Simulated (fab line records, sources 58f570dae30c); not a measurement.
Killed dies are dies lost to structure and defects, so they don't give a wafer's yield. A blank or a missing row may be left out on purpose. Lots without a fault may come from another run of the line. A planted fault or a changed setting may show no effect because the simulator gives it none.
Chamber matching | flow berkeley_cmos170 | UCB170_V2_CVD_00 on pecvd-03: 3 sister chambers
The step deposits SiO2 from TEOS/O2, target thk 2000 nm, time 250 s. 6 wafers are shown with their chamber, then 7 later ones without.

WAFERS WITH THEIR CHAMBER
wafer  | chamber | heater_power_w (W)
L485.4 | 2       | 245
L485.5 | 0       | 208
L486.1 | 0       | 279
L486.6 | 2       | 237
L489.3 | 1       | 340
L489.4 | 1       | 246

WAFERS WITHOUT THEIR CHAMBER
wafer  | heater_power_w (W)
L489.5 | 211
L495.3 | 298
L495.4 | 300
L495.5 | 170
L496.4 | 213
L496.5 | 336
L496.6 | 238

WHICH CHAMBER EACH WENT THROUGH
wafer  | from the rows above          | in truth
L489.5 | can't be placed: 2 or 0 or 1 | 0
L495.3 | can't be placed: 1 or 0 or 2 | 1
L495.4 | can't be placed: 1 or 0 or 2 | 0
L495.5 | can't be placed: 2 or 0 or 1 | 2
L496.4 | can't be placed: 2 or 0 or 1 | 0
L496.5 | can't be placed: 1 or 0 or 2 | 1
L496.6 | can't be placed: 2 or 0 or 1 | 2
Placed correctly: 0 of 7. Can't be placed from these rows: 7 (the true chamber is among the candidates in 7). Placed wrongly: 0.
How it was worked out, from the rows above alone: a wafer's distance from a chamber is the root of the sum, over the readings, of the square of ((its reading less the chamber's mean) divided by the reading's scatter). The wafer belongs to the nearest chamber; if the next one is less than 2 further off, it can't be placed. A chamber's mean is the mean of its shown wafers. The scatter: the root of (the sum of the squares of (reading less its chamber's mean) over the shown wafers, divided by (wafers less chambers)).
